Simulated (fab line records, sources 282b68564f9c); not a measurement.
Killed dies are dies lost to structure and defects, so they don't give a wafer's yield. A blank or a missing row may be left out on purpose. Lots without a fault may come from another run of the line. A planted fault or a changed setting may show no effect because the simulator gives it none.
fab line records | flow rit_cmos
record lots=14 wafers=42 last_day=7
route steps=202 shown M1@191
lots that met no fault: from a run of the same line without faults
start_h: hours from the record's first day to the start of the lot's first wafer shown | wait_h: hours since the lot's step before | " the same as in the row above | L1.1+2: a row that stands for several wafers | - no value, or no start given | * or withheld: withheld | < > ~ a bound
route shown NAME@n: a module of which the file shows steps, and the number in the route of the first | usual: mean/standard deviation of fault-free wafers | same: alike in all rows | chamber/n: place in a boat | sites: the reading at each site | _std_site: their standard deviation | _edge_site: outer sites' mean less inner sites' | radius_mm: how far each site lies from the wafer's centre | mask NAME#n: copy n | behind: the tool/chamber that last shaped the wafer | hold: why the lot was held/for how many hours/how that ended | device: the transistor (n, p or np) that didn't switch | end of line: the same wafers' tests at the end of the route | a step without rows: its recipe alone | killed: dies lost to structure and defects at the first sort, not the wafer's yield | map: a wafer's dies, x killed, . not, _ none there
set.NAME: the setting as run; set.NAME@STEP: as run at that earlier step | model.NAME: the simulator's own value behind a step, which no gauge read
steps of the route over a sample of lots; a table a step, a row a wafer
## steps
# step RIT_M1_PEB_07
# recipe resist=NOVOLAK temp_c=withheld time_s=withheld
# usual chill_plate_temp_C=* exhaust_pa=45.1/0.83
# columns lot.wafer tool chamber start_h wait_h chill_plate_temp_C exhaust_pa
L835.2 litho_track-03 0 64.03 0.1 * 44.4
L835.3 " 0 " " * 45.1
L835.4 " 0 " " * 44.9
L836.3 litho_track-02 0 68.74 0.1 * 45.1
L836.4 " 0 " " * 44.5
L836.6 " 0 " " * 44.8
L837.2 litho_track-02 - 72.28 0.1 - -
L837.3 " - " " - -
L837.4 " - " " - -
L838.1 litho_track-04 - 76.03 0.1 - -
L838.2 " - " " - -
L838.4 " - " " - -
L840.1 litho_track-02 0 88.66 0.1 * 46.3
L840.2 " 0 " " * 45.2
L840.6 " 0 " " * 45.1
L842.1 litho_track-02 0 95.70 0.1 * 45.3
L842.2 " 0 " " * 45.0
L842.3 " 0 " " * 45.2
L847.2 litho_track-04 0 119.94 0.1 * 43.6
L847.4 " 0 " " * 44.6
L847.5 " 0 " " * 45.1
L848.2 litho_track-03 0 125.15 0.1 * 44.5
L848.3 " 0 " " * 44.7
L848.4 " 0 " " * 45.9
L850.1 litho_track-03 0 136.27 0.3 * 46.0
L850.5 " 0 " " * 46.8
L850.6 " 0 " " * 47.1
L851.2 litho_track-02 0 139.47 0.1 * 44.1
L851.4 " 0 " " * 44.3
L851.5 " 0 " " * 44.5
L852.1 litho_track-02 0 143.49 0.1 * 45.1
L852.3 " 0 " " * 45.7
L852.6 " 0 " " * 44.8
L854.3 litho_track-04 0 155.06 0.1 * 44.9
L854.4 " 0 " " * 45.1
L854.5 " 0 " " * 46.1
L856.1 litho_track-04 0 164.45 0.1 * 46.3
L856.2 " 0 " " * 45.5
L856.4 " 0 " " * 46.8
L857.1 litho_track-04 0 169.89 0.1 * 45.6
L857.4 " 0 " " * 47.0
L857.5 " 0 " " * 44.3
## key
first_sign step=RIT_M1_PEB_07 reading=tool_record direction=missing
effect none on later readings
met_at RIT_M1_PEB_07
struck_lots L837,L838
sort_left_out L837.2,L837.3,L837.4,L838.1,L838.2,L838.4
onset_between 68.74 72.28
fault kind=skipped_step_whole tool=litho_track-02,litho_track-04 chamber=- onset_h=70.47 steps=RIT_M1_PEB_07 scope=struck_lots_only
# sort_left_out: the simulated sort isn't trusted on such a fault, so these wafers' sort isn't shown, and their yield isn't known
